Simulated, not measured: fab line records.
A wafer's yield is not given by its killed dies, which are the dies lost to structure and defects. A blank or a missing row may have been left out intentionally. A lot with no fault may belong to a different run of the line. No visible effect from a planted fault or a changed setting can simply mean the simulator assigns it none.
The tool behind it: which one?    flow berkeley_cmos170    route of 331 steps, sampled at 1 step: 15 lots, 45 wafers

WHAT THE GAUGES SHOWED, per wafer
The record lacks any reading of a measuring or inspecting step that a usual standard deviation could be used to judge.

WHAT TOOL EACH LOT RAN ON (gives the tool, then ch and the chambers of the sampled wafers, and finally the start)
lot   UCB170_GATE_ETCH_14
L676  rie_diel-04 ch 0,1,2, day 6 15:05
L679  rie_diel-04 ch 0,3, day 7 14:45
L678  rie_diel-03 ch 0,2,3, day 7 14:52
L680  rie_diel-03 ch 2,3, day 7 18:25
L685  rie_diel-04 ch 0,1,3, day 8 17:04
L682  rie_diel-03 ch 0,1,3, day 8 17:40
L687  rie_diel-03 ch 0,1,3, day 8 22:28
L688  rie_diel-01 ch 1,2, day 8 22:35
L689  rie_diel-03 ch 0,1,2, day 9 20:31
L694  rie_diel-01 ch 0,3, day 10 04:43
L693  rie_diel-04 ch 0,1,3, day 10 04:57
L692  rie_diel-01 ch 0,1,3, day 10 05:19
L696  rie_diel-04 ch 1,3, day 10 23:55
L697  rie_diel-04 ch 0,1,3, day 11 08:10
L699  rie_diel-04 ch 1,2, day 11 08:40
- UCB170_GATE_ETCH_14: etches BARC in N2/H2.

WHAT THE TOOLS THEMSELVES READ (means of the sampled wafers that have a number; where no wafer has one, the mark that the record gives instead)
UCB170_GATE_ETCH_14.
lot   tool         drypump_motor_current_A (A)  oes_product_au (a.u.)  rf_fwd_power_W (W)  throttle_valve_pct (%)
L676  rie_diel-04  5.5                          1.015                  492.4               13.47
L679  rie_diel-04  5.8                          0.998                  491.9               13.31
L678  rie_diel-03  5.2                          0.988                  496.0               13.14
L680  rie_diel-03  5.5                          0.988                  496.9               12.99
L685  rie_diel-04  5.5                          1.007                  493.1               13.41
L682  rie_diel-03  5.4                          0.896                  494.7               13.14
L687  rie_diel-03  5.4                          0.891                  494.9               13.16
L688  rie_diel-01  6.3                          0.984                  495.1               13.21
L689  rie_diel-03  5.2                          0.881                  494.0               13.22
L694  rie_diel-01  5.5                          1.008                  495.3               13.32
L693  rie_diel-04  5.5                          1.002                  491.8               13.40
L692  rie_diel-01  5.5                          0.989                  495.2               13.27
L696  rie_diel-04  5.1                          0.997                  492.2               13.50
L697  rie_diel-04  5.5                          1.009                  490.9               13.41
L699  rie_diel-04  5.2                          0.992                  493.5               13.56

THE ANSWER, worked out from the rows above alone
Rule: what is usual is taken from the lots themselves. Put in order of their means at a reading, lots are off if they are a third of the lots or fewer, leave a main group of 4 or more, and stand apart from it by a gap of 3 or more times the standard deviation of the main group's means; of several such gaps the widest counts. If all means in a main group match to the digits the tables above print for the reading, that group is not used. A lot without any number at a reading at which 4 lots or more have one is off too. The other lots that the step has rows for count as sound. After the gauges, taken in route order, come the tools' own readings; for these a lot's mean is taken, as printed above. The first step at which some lot is off is used, and at that step the reading that is off furthest; a lot without a number counts as furthest.
Off: L682, L687, L689, at UCB170_GATE_ETCH_14 (oes_product_au). The main group: mean 0.998 a.u., standard deviation 0.0097.
If a tool, at that step or one of the process steps before it, ran each lot that is off and ran no sound lot following the first of them, it fits. One fits: rie_diel-03 at UCB170_GATE_ETCH_14. A fault onset in the window from L680 (day 7 18:25, its last sound lot) to L682 (day 8 17:40, its first lot off) fits.
On the lots that are off, the tool's own readings at UCB170_GATE_ETCH_14 differ by more than 5 times the standard deviation of the sound lots' means, which bears it out; oes_product_au reads 0.889 a.u. there versus 0.998 a.u. on the sound lots.

WHAT THE SIMULATOR PUT IN
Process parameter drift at UCB170_GATE_ETCH_14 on rie_diel-03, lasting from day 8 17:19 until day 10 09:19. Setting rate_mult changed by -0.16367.
Shown lots that were struck: L682, L687, L689. The same result came from the rule above.
